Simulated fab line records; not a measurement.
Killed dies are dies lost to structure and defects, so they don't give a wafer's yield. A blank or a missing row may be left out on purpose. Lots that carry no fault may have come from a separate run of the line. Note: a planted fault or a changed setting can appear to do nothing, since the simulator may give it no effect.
fab line records	flow rit_cmos
record: lots: 13	wafers: 39	last_day: 7
route steps=202 shown PWELL@45 PRETRO@67 GATE@96 PSD@157 M1@202
lots with no fault: from the same line, run without faults
start_h: hours from the record's first day to the start of the lot's first wafer shown	wait_h: hours since the lot's step before	" same as the row above	L1.1+2: one row covering several wafers at once	- value missing, or start not given	* or withheld: withheld	< > ~ a bound
route shown NAME@n: names a module that has steps shown in the file, with the first one's number in the route	usual: the fault-free wafers' mean and standard deviation	same: alike in all rows	chamber/n: place in a boat	sites: per-site readings	_std_site: standard deviation across them	_edge_site: the outer-site mean with the inner-site mean subtracted	radius_mm: for every site, how far away it sits from the centre of the wafer	mask NAME#n: copy n	behind: the most recent tool/chamber to have shaped the wafer	hold: what put the lot on hold/how long, in hours/how the hold closed	device: whichever transistor did not switch (one of n, p or np)	end of line: the tests these same wafers got at the end of their route	a step without rows: its recipe alone	killed: dies that structure and defects cost at the first sort, which is not the same as the wafer's yield	map: a wafer's dies, marking killed ones x, the rest . and places with no die _
set.NAME: setting as actually run; set.NAME@STEP: the setting as run at that earlier step	model.NAME: the simulator's own value behind a step, which no gauge read
steps of the route over a sample of lots; a table a step, a row a wafer
services: when a tool's chamber went out of use (start_h, in hours from the record's first day, below 0 if earlier), for how many hours, and the reason
== steps ==
step: RIT_PWELL_OVL_MEAS_06
usual: PWELL_OVL: 0.1/1.3
lot.wafer	tool	chamber	start_h	wait_h	PWELL_OVL[nm]
L276.2	overlay-02	-	23.93	-	-0.3
L276.4	"	-	"	"	-0.7
L276.6	"	-	"	"	0.0
L277.1	overlay-01	-	27.64	-	-1.3
L277.3	"	-	"	"	-0.4
L277.5	"	-	"	"	-1.3
L278.1	overlay-02	-	32.01	-	-2.4
L278.3	"	-	"	"	-1.7
L278.6	"	-	"	"	-2.4
L279.1	overlay-01	-	37.03	-	0.0
L279.4	"	-	"	"	0.4
L279.5	"	-	"	"	-0.5
L282.2	overlay-01	-	52.83	-	-0.6
L282.5	"	-	"	"	-0.1
L282.6	"	-	"	"	1.3
L284.1	overlay-01	-	62.21	-	0.3
L284.2	"	-	"	"	0.9
L284.6	"	-	"	"	0.1
L285.3	overlay-01	-	66.85	-	2.0
L285.4	"	-	"	"	0.2
L285.6	"	-	"	"	1.3
L292.1	overlay-01	-	102.04	-	1.0
L292.3	"	-	"	"	0.4
L292.5	"	-	"	"	0.8
L294.3	overlay-01	-	112.82	-	-0.3
L294.4	"	-	"	"	0.1
L294.5	"	-	"	"	0.0
L295.1	overlay-02	-	117.09	-	-0.2
L295.5	"	-	"	"	-0.3
L295.6	"	-	"	"	-1.8
L296.1	overlay-01	-	122.34	-	3.0
L296.3	"	-	"	"	1.3
L296.6	"	-	"	"	-0.2
L298.1	overlay-01	-	133.39	-	0.3
L298.2	"	-	"	"	0.7
L298.4	"	-	"	"	-1.0
L299.1	overlay-02	-	136.86	-	1.0
L299.2	"	-	"	"	1.0
L299.3	"	-	"	"	2.7
step: RIT_PRETRO_EXPOSE_03
recipe: mask_id: M5	na: 0.57	target_cd_nm: 43700	dose_mj: 250
lot.wafer	tool	chamber	start_h	wait_h	mask
L276.2+4+6	iline_stepper-02	0	31.97	0.1	M5#0
L277.1+3+5	iline_stepper-01	0	35.93	0.2	M5#0
L278.1+3+6	iline_stepper-01	0	40.13	0.1	M5#0
L279.1+4+5	iline_stepper-01	0	45.21	0.1	M5#0
L282.2+5+6	iline_stepper-02	0	61.50	0.2	M4#0
L284.1+2+6	iline_stepper-02	0	70.21	0.1	M5#0
L285.3+4+6	iline_stepper-01	0	75.13	0.2	M5#0
L292.1+3+5	iline_stepper-02	0	110.29	0.2	M5#0
L294.3+4+5	iline_stepper-02	0	121.19	0.2	M5#0
L295.1+5+6	iline_stepper-02	0	125.53	0.1	M5#0
L296.1+3+6	iline_stepper-02	0	130.53	0.1	M5#0
L298.1+2+4	iline_stepper-02	0	141.40	0.1	M5#0
L299.1+2+3	iline_stepper-02	0	145.34	0.1	M5#0
step: RIT_PRETRO_OVL_MEAS_06
usual: PRETRO_OVL: -0.3/1.4
lot.wafer	tool	chamber	start_h	wait_h	PRETRO_OVL[nm]
L276.2	overlay-01	-	32.40	-	-0.3
L276.4	"	-	"	"	-0.7
L276.6	"	-	"	"	0.0
L277.1	overlay-01	-	36.36	-	0.3
L277.3	"	-	"	"	0.0
L277.5	"	-	"	"	0.0
L278.1	overlay-01	-	40.56	-	0.7
L278.3	"	-	"	"	1.1
L278.6	"	-	"	"	0.8
L279.1	overlay-02	-	45.64	-	0.3
L279.4	"	-	"	"	-1.3
L279.5	"	-	"	"	2.1
L282.2	overlay-02	-	61.91	-	-
L282.5	"	-	"	"	-
L282.6	"	-	"	"	-
L284.1	overlay-02	-	70.64	-	-1.7
L284.2	"	-	"	"	-0.5
L284.6	"	-	"	"	-1.3
L285.3	overlay-01	-	75.53	-	-0.7
L285.4	"	-	"	"	-0.5
L285.6	"	-	"	"	1.1
L292.1	overlay-01	-	110.93	-	-1.8
L292.3	"	-	"	"	-0.5
L292.5	"	-	"	"	-0.2
L294.3	overlay-02	-	121.59	-	-1.8
L294.4	"	-	"	"	-1.3
L294.5	"	-	"	"	-0.1
L295.1	overlay-02	-	125.96	-	-1.4
L295.5	"	-	"	"	-0.2
L295.6	"	-	"	"	-1.0
L296.1	overlay-01	-	130.96	-	-1.7
L296.3	"	-	"	"	-2.5
L296.6	"	-	"	"	-2.1
L298.1	overlay-02	-	141.83	-	-0.3
L298.2	"	-	"	"	0.8
L298.4	"	-	"	"	-2.5
L299.1	overlay-01	-	145.77	-	-2.6
L299.2	"	-	"	"	-3.2
L299.3	"	-	"	"	-1.4
step: RIT_PRETRO_TW_MEAS_10
usual: PRETRO_TW: 479/7.6
lot.wafer	tool	chamber	start_h	wait_h	hold	PRETRO_TW
L276.2	film_metro-01	-	33.01	0.1	-	469
L276.4	"	-	"	"	-	465
L276.6	"	-	"	"	-	468
L277.1	film_metro-03	-	36.97	0.1	-	484
L277.3	"	-	"	"	-	484
L277.5	"	-	"	"	-	486
L278.1	film_metro-01	-	41.17	0.1	-	469
L278.3	"	-	"	"	-	467
L278.6	"	-	"	"	-	467
L279.1	film_metro-01	-	46.25	0.1	-	466
L279.4	"	-	"	"	-	468
L279.5	"	-	"	"	-	468
L282.2	film_metro-04	-	62.53	0.1	await_dispo/0.2h/release	30
L282.5	"	-	"	"	await_dispo/0.2h/release	30
L282.6	"	-	"	"	await_dispo/0.2h/release	30
L282.2	film_metro-04	-	62.75	0.2	-	30
L282.5	"	-	"	"	-	30
L282.6	"	-	"	"	-	30
L284.1	film_metro-04	-	71.25	0.1	-	481
L284.2	"	-	"	"	-	482
L284.6	"	-	"	"	-	480
L285.3	film_metro-01	-	76.16	0.1	-	470
L285.4	"	-	"	"	-	468
L285.6	"	-	"	"	-	469
L292.1	film_metro-01	-	111.65	0.1	-	470
L292.3	"	-	"	"	-	469
L292.5	"	-	"	"	-	472
L294.3	film_metro-03	-	122.21	0.1	-	488
L294.4	"	-	"	"	-	492
L294.5	"	-	"	"	-	488
L295.1	film_metro-04	-	126.58	0.1	-	484
L295.5	"	-	"	"	-	482
L295.6	"	-	"	"	-	482
L296.1	film_metro-01	-	131.57	0.1	-	473
L296.3	"	-	"	"	-	470
L296.6	"	-	"	"	-	471
L298.1	film_metro-03	-	142.44	0.1	-	491
L298.2	"	-	"	"	-	491
L298.4	"	-	"	"	-	492
L299.1	film_metro-04	-	146.38	0.1	-	481
L299.2	"	-	"	"	-	483
L299.3	"	-	"	"	-	484
step: RIT_GATE_STRIP_20
recipe: chemistry: O2	time_s: 180	resist: NOVOLAK	platen_temp_c: withheld	power_w: 500	pressure_mtorr: 4000	o2_flow_sccm: 4000
usual: chamber_pressure_mTorr: 4000/3.7	drypump_motor_current_A: 5.7/0.57	rf_refl_power_W: 7.7/1.1
lot.wafer	tool	chamber	start_h	wait_h	chamber_pressure_mTorr	drypump_motor_current_A	rf_hours_counter_h	rf_refl_power_W
L276.2	plasma_asher-04	0	38.77	0.1	4001	4.8	39	7.6
L276.4	"	1	"	"	3999	5.2	-	7.0
L276.6	"	0	"	"	3998	4.8	-	7.7
L277.1	plasma_asher-04	1	42.77	0.1	3999	5.3	40	7.4
L277.3	"	1	"	"	3992	5.2	-	7.3
L277.5	"	0	"	"	3996	4.8	-	7.8
L278.1	plasma_asher-02	1	46.55	0.1	4002	5.7	41	9.1
L278.3	"	0	"	"	4001	6.4	-	8.3
L278.6	"	0	"	"	3996	6.4	-	8.1
L279.1	plasma_asher-04	0	52.17	0.1	4000	4.8	41	7.7
L279.4	"	1	"	"	3994	5.2	-	7.1
L279.5	"	1	"	"	3992	5.2	-	7.0
L284.1	plasma_asher-04	1	76.50	0.1	4009	5.2	43	6.8
L284.2	"	0	"	"	3998	4.8	43	7.7
L284.6	"	0	"	"	3999	4.8	-	7.8
L285.3	plasma_asher-02	0	85.07	0.1	4000	6.5	-	8.1
L285.4	"	1	"	"	4005	5.7	-	9.3
L285.6	"	1	"	"	3998	5.7	-	9.4
L292.1	plasma_asher-01	0	117.32	0.1	4003	5.1	48	6.6
L292.3	"	0	"	"	3997	5.1	-	6.7
L292.5	"	0	"	"	4001	5.1	-	6.7
L294.3	plasma_asher-01	0	127.24	0.1	3994	5.2	-	6.8
L294.4	"	1	"	"	4002	6.0	-	5.8
L294.5	"	1	"	"	4000	6.0	-	5.7
L295.1	plasma_asher-02	0	131.71	0.1	3997	6.4	51	8.3
L295.5	"	0	"	"	4003	6.4	-	8.9
L295.6	"	1	"	"	3999	5.8	-	8.9
L296.1	plasma_asher-02	0	136.47	0.1	4002	6.5	51	8.1
L296.3	"	0	"	"	4001	6.5	-	7.7
L296.6	"	1	"	"	3996	5.8	-	9.3
L298.1	plasma_asher-02	1	148.13	0.1	3999	5.7	53	9.3
L298.2	"	0	"	"	3998	6.5	53	7.5
L298.4	"	0	"	"	4003	6.4	-	8.6
L299.1	plasma_asher-02	0	152.45	0.1	4000	6.5	54	8.3
L299.2	"	1	"	"	4004	5.7	54	9.2
L299.3	"	0	"	"	3999	6.5	-	8.3
step: RIT_SDANNEAL_RS_MEAS_04
recipe: thk_meas_gauge: four-point-probe
usual: PSD_RS: 115.83/0.3
lot.wafer	tool	chamber	start_h	wait_h	PSD_RS[ohm/sq]
L276.2	film_metro-04	-	50.79	0.1	116.06
L276.4	"	-	"	"	115.91
L276.6	"	-	"	"	116.14
L277.1	film_metro-04	-	55.22	0.0	116.43
L277.3	"	-	"	"	116.13
L277.5	"	-	"	"	116.33
L278.1	film_metro-03	-	58.77	0.0	115.52
L278.3	"	-	"	"	115.77
L278.6	"	-	"	"	115.59
L279.1	film_metro-04	-	65.21	0.0	116.09
L279.4	"	-	"	"	115.64
L279.5	"	-	"	"	116.03
L284.1	film_metro-04	-	90.82	0.0	116.29
L284.2	"	-	"	"	116.00
L284.6	"	-	"	"	116.11
L285.3	film_metro-04	-	97.65	0.1	115.38
L285.4	"	-	"	"	115.42
L285.6	"	-	"	"	115.75
L292.1	film_metro-04	-	132.49	0.0	115.91
L292.3	"	-	"	"	116.12
L292.5	"	-	"	"	116.08
L294.3	film_metro-03	-	140.88	0.1	116.17
L294.4	"	-	"	"	115.72
L294.5	"	-	"	"	115.73
L295.1	film_metro-03	-	145.51	0.0	116.25
L295.5	"	-	"	"	115.86
L295.6	"	-	"	"	116.08
L296.1	film_metro-02	-	148.60	0.0	115.97
L296.3	"	-	"	"	116.00
L296.6	"	-	"	"	114.94
L298.1	film_metro-02	-	160.57	0.0	115.30
L298.2	"	-	"	"	115.83
L298.4	"	-	"	"	115.29
L299.1	film_metro-02	-	165.06	0.0	115.73
L299.2	"	-	"	"	115.64
L299.3	"	-	"	"	115.83
step: RIT_M1_PROBE_99
usual: defect_limited_yield: 97.4/1.1	killed_at_contacts: 0.1/0.24	killed_at_front_end: 6.8/2.8	killed_dies: 6.9/2.8	killed_open: 3.3/1.9	killed_short: 3.5/1.8	sort_bin_3_pad_short: 0.1/0.22	sort_bin_5_function: 1.4/0.76	sort_bin_6_memory: 1.0/0.67	sort_n_pass: 257.1/2.8	sort_yield_pct: 97.4/1.1
same: gross_dies: 264	killed_at_M0_to_M3: 0	killed_at_M4_up: 0	killed_at_back_side: 0	killed_at_other: 0
lot.wafer	tool	chamber	start_h	wait_h	defect_limited_yield[%]	killed_at_contacts	killed_at_front_end	killed_dies	killed_open	killed_short	sort_bin_3_pad_short[%]	sort_bin_5_function[%]	sort_bin_6_memory[%]	sort_n_pass	sort_yield_pct[%]
L276.2	prober-01	-	58.74	0.1	98.5	0	4	4	2	2	0	1.1	0.4	260.0	98.5
L276.4	prober-01	-	58.84	0.2	98.1	0	5	5	2	3	0	0.4	1.5	259.0	98.1
L276.6	prober-01	-	58.94	0.2	95.5	0	12	12	3	9	0	3.0	1.5	252.0	95.5
L277.1	prober-02	-	63.04	0.1	98.9	0	3	3	2	1	0	1.1	0	261.0	98.9
L277.3	prober-02	-	63.14	0.2	100.0	0	0	0	0	0	0	0	0	264.0	100.0
L277.5	prober-02	-	63.24	0.2	96.6	0	9	9	4	5	0.8	2.3	0.4	255.0	96.6
L278.1	prober-01	-	66.16	0.1	96.6	0	9	9	7	2	0	1.9	1.5	255.0	96.6
L278.3	prober-01	-	66.26	0.2	98.1	0	5	5	1	4	0.4	1.1	0.4	259.0	98.1
L278.6	prober-01	-	66.41	0.2	98.1	0	5	5	2	3	0.4	1.1	0.4	259.0	98.1
L279.1	prober-02	-	72.65	0.1	96.2	1	9	10	6	4	0	2.3	1.5	254.0	96.2
L279.4	prober-02	-	72.80	0.2	97.3	0	7	7	2	5	0	1.5	1.1	257.0	97.3
L279.5	prober-02	-	72.85	0.2	98.5	0	4	4	1	3	0	1.1	0.4	260.0	98.5
L284.1	prober-01	-	98.24	0.1	99.2	0	2	2	2	0	0	0.4	0.4	262.0	99.2
L284.2	prober-01	-	98.29	0.1	98.1	0	5	5	3	2	0	1.1	0.8	259.0	98.1
L284.6	prober-01	-	98.49	0.2	98.1	0	5	5	2	3	0.4	1.1	0.4	259.0	98.1
L285.3	prober-02	-	105.20	0.2	99.6	0	1	1	1	0	0	0	0.4	263.0	99.6
L285.4	prober-02	-	105.25	0.2	97.3	0	7	7	4	3	0	1.5	1.1	257.0	97.3
L285.6	prober-02	-	105.35	0.2	96.6	1	8	9	3	6	0	1.5	1.9	255.0	96.6
L292.1	prober-02	-	140.05	0.1	96.6	0	9	9	4	5	0	3.0	0.4	255.0	96.6
L292.3	prober-02	-	140.15	0.2	97.7	0	6	6	3	3	0	1.5	0.8	258.0	97.7
L292.5	prober-02	-	140.25	0.2	97.3	0	7	7	4	3	0.4	0.8	1.5	257.0	97.3
L294.3	prober-02	-	148.49	0.2	97.3	1	6	7	5	2	0.8	0.8	1.1	257.0	97.3
L294.4	prober-02	-	148.54	0.2	97.3	0	7	7	3	4	0	1.5	1.1	257.0	97.3
L294.5	prober-02	-	148.59	0.2	98.5	0	4	4	2	1	0	1.1	0.4	260.0	98.5
L295.1	prober-01	-	153.45	0.1	99.2	0	2	2	0	2	0	0.8	0	262.0	99.2
L295.5	prober-01	-	153.65	0.2	98.1	0	5	5	4	1	0	0.8	1.1	259.0	98.1
L295.6	prober-01	-	153.70	0.2	99.2	0	2	2	0	2	0	0.8	0	262.0	99.2
L296.1	prober-02	-	156.12	0.1	99.2	0	2	2	0	2	0	0	0.8	262.0	99.2
L296.3	prober-02	-	156.22	0.2	98.5	0	4	4	2	2	0.4	0.4	0.8	260.0	98.5
L296.6	prober-02	-	156.37	0.2	97.3	0	7	7	3	4	0.4	1.1	1.1	257.0	97.3
L298.1	prober-02	-	168.15	0.1	97.7	0	6	6	4	2	0	2.3	0	258.0	97.7
L298.2	prober-02	-	168.20	0.1	98.1	0	5	5	4	1	0	0.8	1.1	259.0	98.1
L298.4	prober-02	-	168.30	0.2	98.5	0	4	4	2	2	0	0.8	0.8	260.0	98.5
L299.1	prober-01	-	173.33	0.1	95.1	0	13	13	9	4	0	1.9	3.0	251.0	95.1
L299.2	prober-01	-	173.38	0.1	96.2	1	9	10	6	4	0.4	3.0	0.4	254.0	96.2
L299.3	prober-01	-	173.43	0.2	97.7	0	6	6	2	4	0.4	1.1	0.8	258.0	97.7
killed by level:class
L276.2 FOX1:geometric_particle:open=2 FOX1:geometric_particle:short=1 GATE:geometric_particle:short=1
L276.4 FOX1:geometric_particle:short=1 GATE:geometric_particle:short=1 GATE:geometric_particle:open=1 REOX:geometric_particle:short=1 SILICIDE:geometric_particle:open=1
L276.6 GATE:geometric_particle:short=3 REOX:geometric_particle:short=2 SPACER:geometric_particle:short=2 FOX1:geometric_particle:short=1 FOX1:geometric_particle:open=1 FOX2:geometric_particle:open=1 REOX:geometric_particle:open=1 SILICIDE:geometric_particle:short=1
L277.1 FOX2:geometric_particle:short=1 GATE:geometric_particle:open=1 SILICIDE:geometric_particle:open=1
L277.5 GATE:geometric_particle:open=4 GATE:geometric_particle:short=2 FOX1:geometric_particle:short=1 SPACER:geometric_particle:short=1 SILICIDE:geometric_particle:short=1
L278.1 GATE:geometric_particle:open=2 REOX:geometric_particle:open=2 SPACER:geometric_particle:open=2 FOX2:geometric_particle:short=1 GATE:geometric_particle:short=1 SILICIDE:geometric_particle:open=1
L278.3 FOX2:geometric_particle:short=2 GATE:geometric_particle:short=1 SPACER:geometric_particle:short=1 SPACER:geometric_particle:open=1
L278.6 GATE:geometric_particle:short=2 GATE:geometric_particle:open=2 SILICIDE:geometric_particle:short=1
L279.1 FOX1:geometric_particle:open=2 FOX1:geometric_particle:short=2 GATE:geometric_particle:open=2 FOX2:geometric_particle:open=1 FOX2:geometric_particle:short=1 SPACER:geometric_particle:open=1 CONTACT:geometric_particle:short=1
L279.4 GATE:geometric_particle:short=3 FOX1:geometric_particle:short=1 FOX1:geometric_particle:open=1 REOX:geometric_particle:short=1 SILICIDE:geometric_particle:open=1
L279.5 SILICIDE:geometric_particle:short=3 GATE:geometric_particle:open=1
L284.1 GATE:geometric_particle:open=1 SPACER:geometric_particle:open=1
L284.2 FOX1:geometric_particle:short=2 GATE:geometric_particle:open=2 SILICIDE:geometric_particle:open=1
L284.6 SPACER:geometric_particle:short=2 FOX2:geometric_particle:short=1 GATE:geometric_particle:open=1 SILICIDE:geometric_particle:open=1
L285.3 GATE:geometric_particle:open=1
L285.4 GATE:geometric_particle:open=3 FOX1:geometric_particle:short=1 GATE:geometric_particle:short=1 REOX:geometric_particle:open=1 SILICIDE:geometric_particle:short=1
L285.6 FOX1:geometric_particle:short=2 GATE:geometric_particle:short=2 GATE:geometric_particle:open=1 REOX:geometric_particle:open=1 REOX:geometric_particle:short=1 SPACER:geometric_particle:short=1 CONTACT:geometric_particle:open=1
L292.1 GATE:geometric_particle:short=4 GATE:geometric_particle:open=3 FOX1:geometric_particle:open=1 REOX:geometric_particle:short=1
L292.3 GATE:geometric_particle:short=2 REOX:geometric_particle:open=2 SPACER:geometric_particle:short=1 SPACER:geometric_particle:open=1
L292.5 GATE:geometric_particle:open=3 FOX1:geometric_particle:short=1 FOX1:geometric_particle:open=1 GATE:geometric_particle:short=1 SILICIDE:geometric_particle:short=1
L294.3 GATE:geometric_particle:short=2 GATE:geometric_particle:open=2 REOX:geometric_particle:open=1 SILICIDE:geometric_particle:open=1 CONTACT:geometric_particle:open=1
L294.4 GATE:geometric_particle:short=3 FOX2:geometric_particle:open=1 GATE:geometric_particle:open=1 REOX:geometric_particle:short=1 SPACER:geometric_particle:open=1
L294.5 GATE:geometric_particle:short=1 GATE:geometric_particle:open=1 REOX:geometric_particle:open=1 PSD:coat_microbubble_printed=1
L295.1 FOX1:geometric_particle:short=1 REOX:geometric_particle:short=1
L295.5 FOX1:geometric_particle:open=1 FOX1:geometric_particle:short=1 GATE:geometric_particle:open=1 REOX:geometric_particle:open=1 SILICIDE:geometric_particle:open=1
L295.6 GATE:geometric_particle:short=1 REOX:geometric_particle:short=1
L296.1 FOX2:geometric_particle:short=1 GATE:geometric_particle:short=1
L296.3 FOX1:geometric_particle:short=1 GATE:geometric_particle:short=1 GATE:geometric_particle:open=1 SILICIDE:geometric_particle:open=1
L296.6 GATE:geometric_particle:short=2 FOX1:geometric_particle:open=1 REOX:geometric_particle:short=1 REOX:geometric_particle:open=1 SILICIDE:geometric_particle:open=1 SILICIDE:geometric_particle:short=1
L298.1 GATE:geometric_particle:open=3 GATE:geometric_particle:short=2 FOX1:geometric_particle:open=1
L298.2 GATE:geometric_particle:open=2 REOX:geometric_particle:open=2 SPACER:geometric_particle:short=1
L298.4 SPACER:geometric_particle:short=2 FOX1:geometric_particle:open=1 FOX2:geometric_particle:open=1
L299.1 GATE:geometric_particle:open=4 FOX2:geometric_particle:open=2 REOX:geometric_particle:short=2 FOX1:geometric_particle:open=1 FOX1:geometric_particle:short=1 REOX:geometric_particle:open=1 SPACER:geometric_particle:open=1 SPACER:geometric_particle:short=1
L299.2 GATE:geometric_particle:open=2 GATE:geometric_particle:short=2 FOX1:geometric_particle:open=1 REOX:geometric_particle:short=1 REOX:geometric_particle:open=1 SPACER:geometric_particle:short=1 SILICIDE:geometric_particle:open=1 CONTACT:geometric_particle:open=1
L299.3 SPACER:geometric_particle:short=2 FOX2:geometric_particle:open=1 GATE:geometric_particle:open=1 REOX:geometric_particle:short=1 SILICIDE:geometric_particle:short=1
== services ==
tool	chamber	start_h	hours	kind
plasma_asher-01	-	22.10	1.8	repair
iline_stepper-01	0	36.84	-	calibration
plasma_asher-01	-	85.33	2.8	pm
iline_stepper-02	-	97.56	2.5	repair
plasma_asher-04	-	108.75	9.0	pm
plasma_asher-04	0	108.75	9.0	vent_cycle
plasma_asher-04	1	108.75	9.0	vent_cycle
plasma_asher-04	0	117.75	-	clean
plasma_asher-04	1	117.75	-	clean
iline_stepper-01	-	119.86	1.7	pm
== key ==
first_sign: step: RIT_PRETRO_EXPOSE_03	reading: mask	direction: changed
effect: step: RIT_PRETRO_OVL_MEAS_06	reading: PRETRO_OVL	direction: missing
effect: step: RIT_PRETRO_TW_MEAS_10	reading: visit	direction: added
effect: step: RIT_PRETRO_TW_MEAS_10	reading: PRETRO_TW	direction: down	sigmas: 59	usual: 479	struck: 30
met_at RIT_PRETRO_EXPOSE_03
struck_lots L282
scrapped_behind RIT_PRETRO_TW_MEAS_10 L282.2,L282.5,L282.6
not_acting_at RIT_PWELL_OVL_MEAS_06,RIT_GATE_STRIP_20,RIT_SDANNEAL_RS_MEAS_04
onset_between 31.97 61.50
fault: kind: wrong_mask	tool: any	chamber: -	onset_h: 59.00	steps: RIT_PRETRO_EXPOSE_03	aux_copy: M4#0	scope: struck_lots_only
